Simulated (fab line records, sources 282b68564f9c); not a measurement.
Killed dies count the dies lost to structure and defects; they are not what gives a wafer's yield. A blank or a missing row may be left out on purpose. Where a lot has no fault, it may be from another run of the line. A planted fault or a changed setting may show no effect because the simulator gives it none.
What tool caused it? | flow ritCmos | Sampling: 6 lots, 18 wafers, 4 of 202 route steps

== WHAT THE GAUGES READ, wafer by wafer ==
RIT_SPACER_THK_MEAS_04.
lot  | measured    | on           | SPACER_NITRIDE_THK (nm)
L648 | day 3 07:21 | filmMetro-03 | 249.2 248.6 248.3
L650 | day 3 13:47 | filmMetro-04 | 252.0 250.4 251.4
L652 | day 3 22:55 | filmMetro-02 | 252.3 252.1 252.1
L654 | day 4 08:22 | filmMetro-04 | 250.5 251.3 250.1
L656 | day 4 19:52 | filmMetro-02 | 69.4 72.7 68.9
L665 | day 6 16:12 | filmMetro-02 | 248.2 247.7 246.5

== WHICH TOOL RAN EACH LOT (tool, then ch and the chambers of the sampled wafers, then the start) ==
lot  | RIT_NWELL_STRIP_09                 | RIT_NLDD_SOFTBAKE_02            | RIT_SPACER_CVD_03
L648 | plasmaAsher-03 ch 0,1, day 2 06:59 | lithoTrack-01 ch 0, day 3 02:16 | lpcvd-02 ch 0, day 3 05:26
L650 | plasmaAsher-03 ch 0,1, day 2 11:46 | lithoTrack-03 ch 0, day 3 08:47 | lpcvd-01 ch 1, day 3 11:52
L652 | plasmaAsher-03 ch 0,1, day 2 21:41 | lithoTrack-04 ch 0, day 3 17:57 | lpcvd-01 ch 0, day 3 20:59
L654 | plasmaAsher-03 ch 0,1, day 3 08:13 | lithoTrack-03 ch 0, day 4 03:31 | lpcvd-02 ch 1, day 4 06:27
L656 | plasmaAsher-03 ch 0,1, day 3 17:49 | lithoTrack-03 ch 0, day 4 14:56 | lpcvd-02 ch 1, day 4 17:58
L665 | plasmaAsher-03 ch 0,1, day 5 15:34 | lithoTrack-04 ch 0, day 6 11:10 | lpcvd-01 ch 0, day 6 14:16
- RIT_NWELL_STRIP_09: strips in O2, time 180 s.
- RIT_NLDD_SOFTBAKE_02: time 62.18 s.
- RIT_SPACER_CVD_03: deposits Si3N4 from SiH2Cl2/NH3, target thk 250 nm, time 3300 s.

== THE ANSWER, worked out from the rows above alone ==
Rule: the lots themselves supply what counts as usual. Put in order of their means at a reading, lots are off if they are a third of the lots or fewer, leave a main group of 4 or more, and stand apart from it by a gap of 3 or more times the standard deviation of the main group's means; of several such gaps the widest counts. If all means in a main group match to the digits the tables above print for the reading, that group is not used. A lot without any number at a reading at which 4 lots or more have one is off too. The other lots that the step has rows for count as sound.
Off: L656, at RIT_SPACER_THK_MEAS_04 (SPACER_NITRIDE_THK). Main group: mean 250.0 nm, sd 1.7.
A tool fits if, at a process step before that reading, it ran every lot that is off, and no sound lot after the first of them. Those tools and the gauges at RIT_SPACER_THK_MEAS_04 are tried in the same way. Undecided on this evidence; 2 tools fit (lithoTrack-03 at RIT_NLDD_SOFTBAKE_02, lpcvd-02 at RIT_SPACER_CVD_03).

== WHAT WAS PUT IN BY THE SIMULATOR ==
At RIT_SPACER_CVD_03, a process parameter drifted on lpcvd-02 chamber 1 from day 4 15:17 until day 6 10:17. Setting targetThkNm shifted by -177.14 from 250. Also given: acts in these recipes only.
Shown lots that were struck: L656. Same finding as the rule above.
